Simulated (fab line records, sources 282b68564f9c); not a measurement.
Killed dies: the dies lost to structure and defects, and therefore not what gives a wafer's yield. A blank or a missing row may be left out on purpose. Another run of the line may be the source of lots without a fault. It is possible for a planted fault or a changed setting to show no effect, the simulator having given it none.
Which tool is to blame? || flow ritCmos || 18 wafers from 6 lots sampled at 2 of the route's 202 steps

## WHAT EACH GAUGE READ, for each wafer
RIT_CONTACT_CD_MEAS_08: the cd target is 1000 nm.
{"lot": "L281", "measured": "day 4 04:16", "on": "cdSem-01", "cdNm (nm)": "999.7 998.1 1000.2"}
{"lot": "L285", "measured": "day 4 18:32", "on": "cdSem-01", "cdNm (nm)": "1149.6 1146.9 1147.4"}
{"lot": "L289", "measured": "day 5 13:37", "on": "cdSem-02", "cdNm (nm)": "998.6 998.2 997.7"}
{"lot": "L294", "measured": "day 6 15:43", "on": "cdSem-02", "cdNm (nm)": "1000.0 1001.7 1001.2"}
{"lot": "L298", "measured": "day 7 11:56", "on": "cdSem-02", "cdNm (nm)": "996.2 998.6 997.5"}
{"lot": "L301", "measured": "day 8 01:33", "on": "cdSem-01", "cdNm (nm)": "1000.1 996.6 999.0"}

## EACH LOT AND THE TOOL THAT RAN IT (in order: tool; ch and the chambers of the sampled wafers; start)
{"lot": "L281", "RIT_CONTACT_EXPOSE_05": "ilineStepper-02 ch 0, day 4 03:41"}
{"lot": "L285", "RIT_CONTACT_EXPOSE_05": "ilineStepper-02 ch 0, day 4 18:01"}
{"lot": "L289", "RIT_CONTACT_EXPOSE_05": "ilineStepper-01 ch 0, day 5 13:05"}
{"lot": "L294", "RIT_CONTACT_EXPOSE_05": "ilineStepper-01 ch 0, day 6 15:12"}
{"lot": "L298", "RIT_CONTACT_EXPOSE_05": "ilineStepper-01 ch 0, day 7 11:25"}
{"lot": "L301", "RIT_CONTACT_EXPOSE_05": "ilineStepper-02 ch 0, day 8 01:02"}
- RIT_CONTACT_EXPOSE_05: exposes mask M11, target cd 1000 nm.

## THE ANSWER, worked out from the rows above alone
Rule: what is usual is taken from the lots themselves. The widest of any qualifying gaps counts: lots, ordered by their means at a reading, are off when they make up no more than a third of the lots, leave a main group of 4 or more, and stand apart from it by 3 or more times the standard deviation of that group's means. Not used: any main group whose means are identical at the precision the tables above print for the reading. A lot without any number at a reading at which 4 lots or more have one is off too. Any other lot the step has rows for is counted as sound.
Off at RIT_CONTACT_CD_MEAS_08 (cdNm): L285. The main group has a mean of 998.9 nm with a standard deviation of 1.2.
If a tool, at a process step before that reading, ran all the lots that are off and no sound lot after the first of them, it fits. Gauges at RIT_CONTACT_CD_MEAS_08: tried the same way as those tools. No candidate that was tried fits.

## WHAT HAD BEEN PUT IN BY THE SIMULATOR
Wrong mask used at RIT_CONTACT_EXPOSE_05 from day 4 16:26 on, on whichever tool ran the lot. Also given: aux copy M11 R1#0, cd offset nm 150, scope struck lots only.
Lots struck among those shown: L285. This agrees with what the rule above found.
